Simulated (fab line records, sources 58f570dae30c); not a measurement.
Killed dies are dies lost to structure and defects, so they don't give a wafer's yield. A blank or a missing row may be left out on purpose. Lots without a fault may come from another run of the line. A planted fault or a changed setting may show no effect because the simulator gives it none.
2 desks, one fault    flow berkeley cmos170    each desk has only its own numbers; what lay behind them comes last

== FROM THE METROLOGY DESK ==
What the gauges read, lot by lot, whatever tool the lot ran on: means of the sampled wafers that have a number. Any lot whose mean is over 4 standard deviations away from the usual mean is out of limits and marked OUT; that distance is given in the brackets.
Columns: A = PVT_OVL at UCB170_PVT_OVL_MEAS_06, usual 1 nm; B = PVT_TW at UCB170_PVT_TW_MEAS_09, usual 505; C = FIELD_OXIDE_LEFT_2_THK at UCB170_FIELD_THK_MEAS_91, usual 352 nm; D = GATE_OXIDE_THK at UCB170_GATE_THK_MEAS_02, usual 6.57 nm; E = GATE_POLY_THK at UCB170_GATE_THK_MEAS_05, usual 213.4 nm; F = cd nm at UCB170_GATE_CD_MEAS_12, usual 350.0 nm; G = GATE_OVL at UCB170_GATE_OVL_MEAS_13, usual -1 nm
lot   first seen here  A   B    C    D     E      F      G
L268  day 7 00:35      3   509  339  6.39  213.6  351.1  2
L269  day 7 07:26      2   514  346  6.50  213.5  349.5  -3
L275  day 7 22:05      -5  511  354  6.69  214.8  348.7  6
L278  day 8 22:03      5   507  353  6.64  212.0  346.3  -8
L283  day 9 09:46      2   508  354  6.78  213.7  350.4  -2
L290  day 11 07:52     6   498  348  6.72  216.5  345.8  1
This desk found nothing out of limits on any of the 6 lots.

== THE TOOL OWNER'S DESK: litho track-03 ==
The tool's own readings at UCB170_GATE_COAT_07 (resist thk 900 nm): means of the sampled wafers that have a number, for each lot that ran on this tool. Any lot whose mean is over 4 standard deviations away from the usual mean is out of limits and marked OUT; that distance is given in the brackets.
Columns: A = spin speed rpm at UCB170_GATE_COAT_07, usual 1500.0 rpm
lot   first seen here  A
L268  day 7 14:00      1499.9
L275  day 8 11:00      1613.4 (+99 or more) OUT
L278  day 9 12:00      1614.4 (+99 or more) OUT
This desk finds L275, L278 out of limits, L275 being first, at day 8 11:00 (spin speed rpm at UCB170_GATE_COAT_07). Within limits: L268.

== BROUGHT TOGETHER ==
At day 8 11:00, on L275, L278, the tool owner's desk was in a position to raise an alarm.
From the metrology desk's view, nothing was out of limits.
The metrology desk holds a record of L275, L278, inside its limits.
All the named lots went through UCB170_GATE_COAT_07 on litho track-03.

== WHAT HAD BEEN PUT IN BY THE SIMULATOR ==
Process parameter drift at UCB170_GATE_COAT_07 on litho track-03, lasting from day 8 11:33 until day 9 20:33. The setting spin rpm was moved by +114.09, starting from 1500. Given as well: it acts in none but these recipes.
Struck lots among those shown: L275, L278.
